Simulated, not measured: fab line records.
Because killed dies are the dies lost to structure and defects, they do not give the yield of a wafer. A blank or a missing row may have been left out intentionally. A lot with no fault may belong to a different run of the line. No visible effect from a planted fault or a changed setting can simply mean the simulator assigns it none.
fab line records + flow berkeleyCmos170
record
- lots=5
- wafers=15
- lastDay=12
route steps=331 shown NLDD@166 SPACER@171 PSD@175
lots that met no fault: taken from a fault-free run of the same line
startH: hours from the record's opening day to when the first of the lot's shown wafers began + waitH: how many hours have passed since the lot's step before this one + " as in the row above + L1.1+2: several wafers, shown together as one row + - no value, or no start given + * or withheld: withheld + < > ~ a bound
route shown NAME@n: names a module that has steps shown in the file, with the first one's number in the route + usual: the fault-free wafers' mean and standard deviation + same: alike in all rows + chamber/n: place in a boat + sites: the reading at each site + _std_site: how widely they spread, as a standard deviation + _edge_site: outer sites' mean less inner sites' + radiusMm: for every site, how far away it sits from the centre of the wafer + mask NAME#n: copy n + behind: the tool/chamber that last shaped the wafer + hold: reason for holding the lot/hours on hold/outcome of the hold + device: which transistor (n, p or np) failed to switch + end of line: at the end of the route, the tests of the same wafers + where a step has no rows: the recipe by itself + killed: dies lost to structure and defects at the first sort, not the wafer's yield + map: the dies of a wafer, with x for killed, . for not killed, _ for no die there
set.NAME: the setting the step ran with; set.NAME@STEP: the setting that earlier step ran with + model.NAME: the simulator's own value behind a step, which no gauge read
lots at selected steps of the route; one table per step, one row per wafer
services: a tool's chamber out of use, with start hour (startH, from the record's first day; less than 0 if before it), hours out, and reason
## steps
# step UCB170_NLDD_IMPLANT_08
# recipe
- species=As
- doseCm2=5e+13
- energyKev=30
- tiltDeg=7
- rotationDeg=0
# step UCB170_NLDD_IMPLANT_09
# recipe
- species=As
- doseCm2=5e+13
- energyKev=30
- tiltDeg=7
- rotationDeg=180
# step UCB170_NLDD_STRIP_10
# recipe
- chemistry=O2
- powerW=400
- pressureMtorr=3500
- platenTempC=withheld
- o2FlowSccm=400
- overashFraction=0.5
# usual
- drypumpMotorCurrentA=5.6/0.54
- oesProductAu=0.735/0.0045
- stripTimeToEndpointS=21.64/0.063
| lot.wafer | tool           | chamber | startH | waitH | drypumpMotorCurrentA | oesProductAu | rfHoursCounterH | stripTimeToEndpointS |
|-----------|----------------|---------|--------|-------|----------------------|--------------|-----------------|----------------------|
| L350.1    | plasmaAsher-02 | 0       | 168.96 | 0.1   | 5.8                  | 0.728        | 6               | 21.67                |
| L350.3    | "              | 1       | "      | "     | 6.2                  | 0.738        | -               | 21.66                |
| L350.5    | "              | 0       | "      | "     | 5.8                  | 0.734        | -               | 21.69                |
| L353.4    | plasmaAsher-03 | 0       | 178.30 | 0.1   | 6.1                  | 0.737        | -               | 21.60                |
| L353.5    | "              | 0       | "      | "     | 6.1                  | 0.741        | -               | 21.60                |
| L353.6    | "              | 1       | "      | "     | 5.7                  | 0.738        | -               | 21.58                |
| L361.4    | plasmaAsher-03 | 0       | 207.72 | 0.1   | 6.1                  | 0.737        | -               | 21.61                |
| L361.5    | "              | 1       | "      | "     | 5.6                  | 0.730        | -               | 21.65                |
| L361.6    | "              | 0       | "      | "     | 6.1                  | 0.736        | -               | 21.60                |
| L360.1    | plasmaAsher-04 | 0       | 208.98 | 0.1   | 4.6                  | 0.731        | 51              | 21.58                |
| L360.2    | "              | 1       | "      | "     | 5.3                  | 0.733        | 51              | 21.60                |
| L360.4    | "              | 0       | "      | "     | 4.6                  | 0.736        | -               | 21.64                |
| L367.2    | plasmaAsher-03 | 0       | 241.39 | 0.1   | 6.1                  | 0.744        | 48              | 21.66                |
| L367.3    | "              | 0       | "      | "     | 6.1                  | 0.736        | -               | 21.66                |
| L367.5    | "              | 0       | "      | "     | 6.0                  | 0.730        | -               | 21.51                |
# step UCB170_NLDD_TW_MEAS_11
# usual
- NLDD_TW=2205/24
| lot.wafer | tool         | chamber | startH | waitH | NLDD_TW |
|-----------|--------------|---------|--------|-------|---------|
| L350.1    | filmMetro-01 | -       | 169.06 | 0.1   | 2183    |
| L350.3    | "            | -       | "      | "     | 2191    |
| L350.5    | "            | -       | "      | "     | 2186    |
| L353.4    | filmMetro-03 | -       | 178.39 | 0.1   | 2212    |
| L353.5    | "            | -       | "      | "     | 2205    |
| L353.6    | "            | -       | "      | "     | 2221    |
| L361.4    | filmMetro-01 | -       | 207.81 | 0.1   | 2184    |
| L361.5    | "            | -       | "      | "     | 2179    |
| L361.6    | "            | -       | "      | "     | 2180    |
| L360.1    | filmMetro-03 | -       | 209.08 | 0.1   | 2236    |
| L360.2    | "            | -       | "      | "     | 2246    |
| L360.4    | "            | -       | "      | "     | 2237    |
| L367.2    | filmMetro-01 | -       | 241.50 | 0.1   | 2182    |
| L367.3    | "            | -       | "      | "     | 2178    |
| L367.5    | "            | -       | "      | "     | 2188    |
# step UCB170_NLDD_CLEAN_12
# recipe
- chemistry=SPM
- tempC=120
- timeS=600
# step UCB170_SPACER_CVD_00
# recipe
- material=SiO2
- targetThkNm=376
- tempC=390
- precursor=TEOS/O2
- timeS=47
- rfW=550
- pressureMtorr=9000
# usual
- heaterPowerW=265/35
- pressureMtorr=9002/19
| lot.wafer | tool     | chamber | startH | waitH | heaterPowerW | pressureMtorr |
|-----------|----------|---------|--------|-------|--------------|---------------|
| L350.1    | pecvd-03 | 1       | 171.68 | 0.0   | 284          | 8969          |
| L350.3    | "        | 2       | "      | "     | 298          | 8997          |
| L350.5    | "        | 2       | "      | "     | 303          | 8992          |
| L353.4    | pecvd-04 | 0       | 178.62 | 0.0   | 321          | 8993          |
| L353.5    | "        | 2       | "      | "     | 228          | 8998          |
| L353.6    | "        | 1       | "      | "     | 239          | 9043          |
| L361.4    | pecvd-03 | 1       | 208.05 | 0.0   | 262          | 9005          |
| L361.5    | "        | 2       | "      | "     | 251          | 9015          |
| L361.6    | "        | 0       | "      | "     | 214          | 8998          |
| L360.1    | pecvd-03 | 1       | 209.33 | 0.0   | 307          | 8996          |
| L360.2    | "        | 0       | "      | "     | 199          | 9006          |
| L360.4    | "        | 0       | "      | "     | 210          | 9006          |
| L367.2    | pecvd-04 | 0       | 241.82 | 0.0   | 292          | 9004          |
| L367.3    | "        | 2       | "      | "     | 284          | 9014          |
| L367.5    | "        | 1       | "      | "     | 182          | 8970          |
# step UCB170_SPACER_THK_MEAS_01
# recipe
- reads=SiO2_of_SPACER_CVD_00
# usual
- SPACER_TEOS_THK=376/3.9
| lot.wafer | tool         | chamber | startH | waitH | SPACER_TEOS_THK[nm] |
|-----------|--------------|---------|--------|-------|---------------------|
| L350.1    | filmMetro-02 | -       | 171.72 | 0.0   | 374                 |
| L350.3    | "            | -       | "      | "     | 376                 |
| L350.5    | "            | -       | "      | "     | 381                 |
| L353.4    | filmMetro-02 | -       | 178.67 | 0.0   | 380                 |
| L353.5    | "            | -       | "      | "     | 380                 |
| L353.6    | "            | -       | "      | "     | 376                 |
| L361.4    | filmMetro-04 | -       | 208.11 | 0.0   | 375                 |
| L361.5    | "            | -       | "      | "     | 377                 |
| L361.6    | "            | -       | "      | "     | 375                 |
| L360.1    | filmMetro-04 | -       | 209.37 | 0.0   | 371                 |
| L360.2    | "            | -       | "      | "     | 378                 |
| L360.4    | "            | -       | "      | "     | 377                 |
| L367.2    | filmMetro-04 | -       | 241.87 | 0.0   | 373                 |
| L367.3    | "            | -       | "      | "     | 375                 |
| L367.5    | "            | -       | "      | "     | 378                 |
# step UCB170_SPACER_ANNEAL_02
# recipe
- tempC=900
- timeS=1800
- ambient=N2
# step UCB170_SPACER_ETCHBACK_03
# recipe
- stopOn=Si
- target=SiO2
- chemistry=CHF3/CF4/Ar
- CHF3_flow_sccm=50
- cf4FlowSccm=10
- Ar_flow_sccm=120
- pressureMtorr=200
- rfW=500
- targetDepthA=3760
- timeS=100
# usual
- drypumpMotorCurrentA=5.9/0.47
- oesProductAu=0.906/0.015
- throttleValvePct=6.51/0.088
| lot.wafer | tool       | chamber | startH | waitH | drypumpMotorCurrentA | oesProductAu | rfHoursCounterH | throttleValvePct |
|-----------|------------|---------|--------|-------|----------------------|--------------|-----------------|------------------|
| L350.1    | rieDiel-04 | 2       | 174.50 | 0.0   | 6.5                  | 0.896        | 126             | 6.56             |
| L350.3    | "          | 1       | "      | "     | 5.6                  | 0.899        | 42              | 6.47             |
| L350.5    | "          | 0       | "      | "     | 5.5                  | 0.917        | -               | 6.54             |
| L353.4    | rieDiel-03 | 3       | 182.75 | 0.0   | 6.1                  | 0.917        | 113             | 6.25             |
| L353.5    | "          | 0       | "      | "     | 6.3                  | 0.938        | -               | 6.59             |
| L353.6    | "          | 1       | "      | "     | 5.2                  | 0.915        | -               | 6.68             |
| L361.4    | rieDiel-01 | 2       | 213.45 | 0.0   | 5.8                  | 0.919        | 21              | 6.58             |
| L361.5    | "          | 1       | "      | "     | 5.3                  | 0.885        | -               | 6.46             |
| L361.6    | "          | 2       | "      | "     | 5.8                  | 0.926        | -               | 6.60             |
| L360.1    | rieDiel-01 | 0       | 213.53 | 0.1   | 6.0                  | 0.899        | 12              | 6.37             |
| L360.2    | "          | 2       | "      | "     | 5.8                  | 0.921        | 21              | 6.59             |
| L360.4    | "          | 3       | "      | "     | 6.5                  | 0.921        | 3               | 6.54             |
| L367.2    | rieDiel-01 | 0       | 247.09 | 0.0   | 6.0                  | 0.891        | 14              | 6.37             |
| L367.3    | "          | 2       | "      | "     | 5.8                  | 0.913        | 23              | 6.58             |
| L367.5    | "          | 0       | "      | "     | 6.0                  | 0.912        | -               | 6.39             |
# step UCB170_PSD_HMDS_00
# recipe
- primeTimeS=60
- primeTempC=100
# step UCB170_PSD_COAT_01
# recipe
- resist=KrF
- spinRpm=1500
- resistThkNm=900
# step UCB170_PSD_SOFTBAKE_02
# recipe
- resist=KrF
- tempC=130
- timeS=60
# step UCB170_PSD_EXPOSE_03
# recipe
- maskId=PSELECT_MOD
- na=0.5
- sigmaOuter=0.6
- sourceShape=conventional
- targetCdNm=1200
- doseMj=30
| lot.wafer  | tool          | chamber | startH | waitH | mask          |
|------------|---------------|---------|--------|-------|---------------|
| L350.1+3+5 | krfScanner-02 | 0       | 175.15 | 0.2   | PSELECT_MOD#0 |
| L353.4+5+6 | krfScanner-01 | 0       | 183.33 | 0.1   | PSELECT_MOD#0 |
| L361.4+5+6 | krfScanner-02 | 0       | 214.16 | 0.2   | NSELECT_MOD#0 |
| L360.1+2+4 | krfScanner-01 | 0       | 214.58 | 0.3   | PSELECT_MOD#0 |
| L367.2+3+5 | krfScanner-02 | 0       | 247.64 | 0.1   | PSELECT_MOD#0 |
# step UCB170_PSD_PEB_04
# recipe
- pebTempC=130
- pebTimeS=withheld
- resist=KrF
# usual
- plateSensorTCentreC=131.41/0.0097
- plateSensorTEdgeC=131.53/0.01
| lot.wafer | tool          | chamber | startH | waitH | plateSensorTCentreC | plateSensorTEdgeC |
|-----------|---------------|---------|--------|-------|---------------------|-------------------|
| L350.1    | lithoTrack-03 | 0       | 175.27 | 0.1   | 131.4               | 131.54            |
| L350.3    | "             | 0       | "      | "     | 131.42              | 131.53            |
| L350.5    | "             | 0       | "      | "     | 131.39              | 131.53            |
| L353.4    | lithoTrack-04 | 0       | 183.47 | 0.1   | 131.42              | 131.52            |
| L353.5    | "             | 0       | "      | "     | 131.41              | 131.54            |
| L353.6    | "             | 0       | "      | "     | 131.41              | 131.52            |
| L361.4    | lithoTrack-03 | 0       | 214.50 | 0.3   | 131.4               | 131.55            |
| L361.5    | "             | 0       | "      | "     | 131.41              | 131.54            |
| L361.6    | "             | 0       | "      | "     | 131.4               | 131.52            |
| L360.1    | lithoTrack-04 | 0       | 215.15 | 0.6   | 131.4               | 131.53            |
| L360.2    | "             | 0       | "      | "     | 131.42              | 131.54            |
| L360.4    | "             | 0       | "      | "     | 131.39              | 131.54            |
| L367.2    | lithoTrack-03 | 0       | 247.76 | 0.1   | 131.41              | 131.54            |
| L367.3    | "             | 0       | "      | "     | 131.39              | 131.52            |
| L367.5    | "             | 0       | "      | "     | 131.39              | 131.54            |
# step UCB170_PSD_DEVELOP_05
# recipe
- developer=TMAH
- developTimeS=45
- resist=KrF
- devTempC=21
# step UCB170_PSD_CD_MEAS_06
# recipe
- targetCdNm=1200
# usual
- cdNm=1199.9/1.3
| lot.wafer | tool     | chamber | startH | waitH | cdNm   |
|-----------|----------|---------|--------|-------|--------|
| L350.1    | cdSem-02 | -       | 175.54 | -     | 1199.2 |
| L350.3    | "        | -       | "      | "     | 1198.3 |
| L350.5    | "        | -       | "      | "     | 1198.1 |
| L353.4    | cdSem-01 | -       | 183.73 | -     | 1200.8 |
| L353.5    | "        | -       | "      | "     | 1200.4 |
| L353.6    | "        | -       | "      | "     | 1199.7 |
| L361.4    | cdSem-02 | -       | 214.76 | -     | -      |
| L361.5    | "        | -       | "      | "     | -      |
| L361.6    | "        | -       | "      | "     | -      |
| L360.1    | cdSem-02 | -       | 215.43 | -     | 1200.1 |
| L360.2    | "        | -       | "      | "     | 1200.3 |
| L360.4    | "        | -       | "      | "     | 1199.2 |
| L367.2    | cdSem-01 | -       | 248.03 | -     | 1201.9 |
| L367.3    | "        | -       | "      | "     | 1200.8 |
| L367.5    | "        | -       | "      | "     | 1201.5 |
# step UCB170_PSD_OVL_MEAS_07
# usual
- PSD_OVL=-5/5
| lot.wafer | tool       | chamber | startH | waitH | PSD_OVL[nm] |
|-----------|------------|---------|--------|-------|-------------|
| L350.1    | overlay-02 | -       | 175.66 | 0.1   | -5          |
| L350.3    | "          | -       | "      | "     | -8          |
| L350.5    | "          | -       | "      | "     | -11         |
| L353.4    | overlay-01 | -       | 183.81 | 0.1   | -1          |
| L353.5    | "          | -       | "      | "     | -1          |
| L353.6    | "          | -       | "      | "     | -4          |
| L361.4    | overlay-02 | -       | 214.84 | 0.1   | -           |
| L361.5    | "          | -       | "      | "     | -           |
| L361.6    | "          | -       | "      | "     | -           |
| L360.1    | overlay-02 | -       | 215.55 | 0.1   | -7          |
| L360.2    | "          | -       | "      | "     | -13         |
| L360.4    | "          | -       | "      | "     | -1          |
| L367.2    | overlay-02 | -       | 248.13 | 0.1   | -1          |
| L367.3    | "          | -       | "      | "     | 7           |
| L367.5    | "          | -       | "      | "     | 3           |
# step UCB170_PSD_IMPLANT_08
# recipe
- species=B
- doseCm2=3e+15
- energyKev=20
- tiltDeg=7
# step UCB170_PSD_STRIP_09
# recipe
- chemistry=O2
- powerW=400
- pressureMtorr=3500
- platenTempC=withheld
- o2FlowSccm=400
- overashFraction=0.5
# usual
- drypumpMotorCurrentA=5.6/0.5
- oesProductAu=0.600/0.0047
- stripTimeToEndpointS=29.39/0.066
| lot.wafer | tool           | chamber | startH | waitH | drypumpMotorCurrentA | oesProductAu | rfHoursCounterH | stripTimeToEndpointS |
|-----------|----------------|---------|--------|-------|----------------------|--------------|-----------------|----------------------|
| L350.1    | plasmaAsher-03 | 0       | 175.85 | 0.1   | 6.1                  | 0.601        | 38              | 29.42                |
| L350.3    | "              | 1       | "      | "     | 5.6                  | 0.603        | -               | 29.41                |
| L350.5    | "              | 1       | "      | "     | 5.6                  | 0.594        | -               | 29.45                |
| L353.4    | plasmaAsher-03 | 0       | 184.01 | 0.1   | 6.1                  | 0.601        | -               | 29.33                |
| L353.5    | "              | 0       | "      | "     | 6.1                  | 0.605        | -               | 29.30                |
| L353.6    | "              | 1       | "      | "     | 5.7                  | 0.603        | -               | 29.45                |
| L361.4    | plasmaAsher-04 | 1       | 215.04 | 0.1   | 5.3                  | 0.598        | -               | 29.45                |
| L361.5    | "              | 0       | "      | "     | 4.6                  | 0.599        | -               | 29.44                |
| L361.6    | "              | 1       | "      | "     | 5.3                  | 0.600        | -               | 29.47                |
| L360.1    | plasmaAsher-03 | 0       | 215.73 | 0.1   | 6.1                  | 0.599        | 44              | 29.41                |
| L360.2    | "              | 1       | "      | "     | 5.7                  | 0.604        | 44              | 29.36                |
| L360.4    | "              | 1       | "      | "     | 5.6                  | 0.600        | -               | 29.34                |
| L367.2    | plasmaAsher-01 | 1       | 248.31 | 0.1   | 6.1                  | 0.601        | 54              | 29.36                |
| L367.3    | "              | 1       | "      | "     | 6.1                  | 0.600        | -               | 29.39                |
| L367.5    | "              | 0       | "      | "     | 5.7                  | 0.598        | -               | 29.37                |
# step UCB170_PSD_TW_MEAS_10
# usual
- PSD_TW=2306/20
| lot.wafer | tool         | chamber | startH | waitH | PSD_TW |
|-----------|--------------|---------|--------|-------|--------|
| L350.1    | filmMetro-02 | -       | 175.95 | 0.1   | 2304   |
| L350.3    | "            | -       | "      | "     | 2299   |
| L350.5    | "            | -       | "      | "     | 2303   |
| L353.4    | filmMetro-01 | -       | 184.10 | 0.1   | 2292   |
| L353.5    | "            | -       | "      | "     | 2305   |
| L353.6    | "            | -       | "      | "     | 2301   |
| L361.4    | filmMetro-02 | -       | 215.14 | 0.1   | 29     |
| L361.5    | "            | -       | "      | "     | 30     |
| L361.6    | "            | -       | "      | "     | 30     |
| L360.1    | filmMetro-03 | -       | 215.83 | 0.1   | 2330   |
| L360.2    | "            | -       | "      | "     | 2329   |
| L360.4    | "            | -       | "      | "     | 2349   |
| L367.2    | filmMetro-01 | -       | 248.42 | 0.1   | 2311   |
| L367.3    | "            | -       | "      | "     | 2294   |
| L367.5    | "            | -       | "      | "     | 2302   |
# step UCB170_PSD_CLEAN_11
# recipe
- chemistry=SPM
- tempC=120
- timeS=600
## services
| tool           | chamber | startH | hours | kind   |
|----------------|---------|--------|-------|--------|
| plasmaAsher-01 | -       | 148.51 | 0.3   | repair |
| rieDiel-03     | 2       | 149.25 | 5.5   | repair |
| rieDiel-03     | 0       | 152.20 | 10.0  | repair |
| krfScanner-02  | -       | 154.75 | 3.7   | repair |
| rieDiel-01     | 2       | 155.15 | 9.8   | repair |
| krfScanner-02  | -       | 158.40 | 0.8   | pm     |
| krfScanner-01  | -       | 163.39 | 0.8   | pm     |
| krfScanner-02  | -       | 165.10 | 0.6   | repair |
| krfScanner-01  | -       | 172.29 | 1.3   | pm     |
| rieDiel-01     | 3       | 172.85 | 21.7  | repair |
| plasmaAsher-04 | -       | 174.07 | 3.2   | repair |
| krfScanner-02  | -       | 176.28 | 0.1   | repair |
| krfScanner-02  | -       | 179.69 | 8.9   | repair |
| pecvd-04       | -       | 184.24 | 2.9   | repair |
| plasmaAsher-01 | -       | 203.56 | 14.3  | repair |
| krfScanner-02  | -       | 204.16 | 3.3   | repair |
| rieDiel-03     | -       | 207.88 | 3.7   | repair |
| krfScanner-02  | -       | 214.35 | 0.2   | repair |
| krfScanner-02  | -       | 226.32 | 1.3   | pm     |
| krfScanner-02  | -       | 230.01 | 3.6   | pm     |
| rieDiel-04     | 1       | 236.38 | 4.0   | repair |
| rieDiel-03     | 1       | 240.79 | 5.6   | repair |
| pecvd-03       | -       | 242.50 | 14.0  | pm     |
| krfScanner-01  | -       | 243.26 | 4.0   | pm     |
## key
firstSign
- step=UCB170_PSD_EXPOSE_03
- reading=mask
- direction=changed
effect
- step=UCB170_PSD_CD_MEAS_06
- reading=cdNm
- direction=missing
effect
- step=UCB170_PSD_OVL_MEAS_07
- reading=PSD_OVL
- direction=missing
effect
- step=UCB170_PSD_TW_MEAS_10
- reading=PSD_TW
- direction=down
- sigmas=99+
- usual=2306
- struck=30
metAt UCB170_PSD_EXPOSE_03
struckWafers L361.4,L361.5,L361.6
sortLeftOut L361.4,L361.5,L361.6
testerLeftOut L361
onsetBetween 175.15 214.16
fault
- kind=wrongMask
- tool=any
- chamber=-
- onsetH=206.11
- steps=UCB170_PSD_EXPOSE_03
- auxCopy=NSELECT_MOD#0
- scope=struckLotsOnly
# testerLeftOut: of these lots the tester's yield and bins aren't shown, on N5 and GAA mostly nor the transistor test; their killed dies are dies lost to structure and defects alone, not to doping, threshold or leakage, so they don't give the yield
# sortLeftOut: the simulated sort isn't trusted on such a fault, so these wafers' sort isn't shown, and their yield isn't known
